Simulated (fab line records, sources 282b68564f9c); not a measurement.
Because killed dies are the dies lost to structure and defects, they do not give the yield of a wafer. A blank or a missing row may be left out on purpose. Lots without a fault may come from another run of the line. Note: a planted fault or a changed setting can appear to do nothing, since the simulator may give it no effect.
Lot-split experiment ; flow rit cmos ; route with 202 steps; 5 lots, 23 wafers read

## THE SPLIT
At RIT_PWELL_IMPLANT_08, the setting energy kev was moved away from the recipe's 170 on 8 of the 23 wafers read, by -5.8% to +2.1%. For the rest of the wafers, this setting stayed at what the recipe calls for.

The reading is taken at the split's own step.

## THE READING
The simulator's own value implant.drp nm, read by no gauge, in nm at RIT_PWELL_IMPLANT_08. There is no usual value for it anywhere in the file.

wafer;tool, chamber at the split;energy kev as run;against the recipe;implant.drp nm, nm;against lot-mates on the recipe
L075.1;implanter-01, 0;170;recipe;102.9;-
L075.3;implanter-01, 0;170;recipe;102.9;-
L075.2;implanter-01, 0;160.1;-5.8%;100.7;-2.2
L075.5;implanter-01, 0;160.1;-5.8%;100.7;-2.2
L075.6;implanter-01, 0;160.1;-5.8%;100.7;-2.2
L076.1;implanter-02, 0;170;recipe;102.9;-
L076.3;implanter-02, 0;170;recipe;102.9;-
L076.6;implanter-02, 0;170;recipe;102.9;-
L077.1;implanter-04, 0;170;recipe;102.9;-
L077.3;implanter-04, 0;170;recipe;102.9;-
L077.4;implanter-04, 0;173.6;+2.1%;103.5;+0.6
L077.5;implanter-04, 0;173.6;+2.1%;103.5;+0.6
L077.6;implanter-04, 0;173.6;+2.1%;103.5;+0.6
L080.1;implanter-02, 0;170;recipe;102.9;-
L080.4;implanter-02, 0;170;recipe;102.9;-
L080.6;implanter-02, 0;170;recipe;102.9;-
L080.2;implanter-02, 0;166.5;-2.1%;102.2;-0.7
L080.3;implanter-02, 0;166.5;-2.1%;102.2;-0.7
L084.1;implanter-04, 0;170;recipe;102.9;-
L084.2;implanter-04, 0;170;recipe;102.9;-
L084.4;implanter-04, 0;170;recipe;102.9;-
L084.5;implanter-04, 0;170;recipe;102.9;-
L084.6;implanter-04, 0;170;recipe;102.9;-

THE FIT
A straight line over all 23 wafers: implant.drp nm changes by +0.361 nm for each +1% of energy kev; r = +1.00; the points scatter about the line by 0.066 nm.
The same after taking each lot's own level away (the mean of its wafers on the recipe; 23 wafers): +0.361 nm for each +1%; r = +1.00; scatter 0.066 nm.
On that fit, the largest move of energy kev shifts the reading by 2.1 nm.
The lots' own levels span 102.90 to 102.90 nm.
The two slopes agree, so the slope changes little with the lot-to-lot level.
Check: with one of the wafers moved furthest among these (-5.8%) left out of the fit, the line predicts -2.11 nm for it against its lot-mates. It came out at -2.2 nm against them.

## OTHER SPLITS APPLIED TO THESE WAFERS
These wafers also went through other splits before the reading. Each is held against what the fit with the lots' levels taken away leaves over:
other split on the same wafers;wafers away from the commonest value;r with implant.drp nm (lot level and that fit taken away)
RIT_ACTIVE_CVD_03 time s;15;+0.43
RIT_ACTIVE_DEVELOP_10 dev temp c;8;-0.55
RIT_FOX2_OXIDATION_00 temp c;18;-0.36
RIT_NWELL_COAT_01 spin rpm;9;+0.28
RIT_NWELL_IMPLANT_08 energy kev;6;+0.42

## THE WHOLE CHAIN: every reading that the file lists as answering this split, in the file's order
step;what it does;reading;change (the file's fit);r (the file's)
RIT_PWELL_IMPLANT_08;;implant.rp nm (the simulator's own value, which no gauge read);+3.61 nm for each +1% of the setting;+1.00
RIT_PWELL_IMPLANT_08;;implant.drp nm (the simulator's own value, which no gauge read);+0.371 nm for each +1% of the setting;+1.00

## THE FILE'S OWN FIT
implant.drp nm changes by +0.371 nm for each +1% of energy kev, r = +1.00.
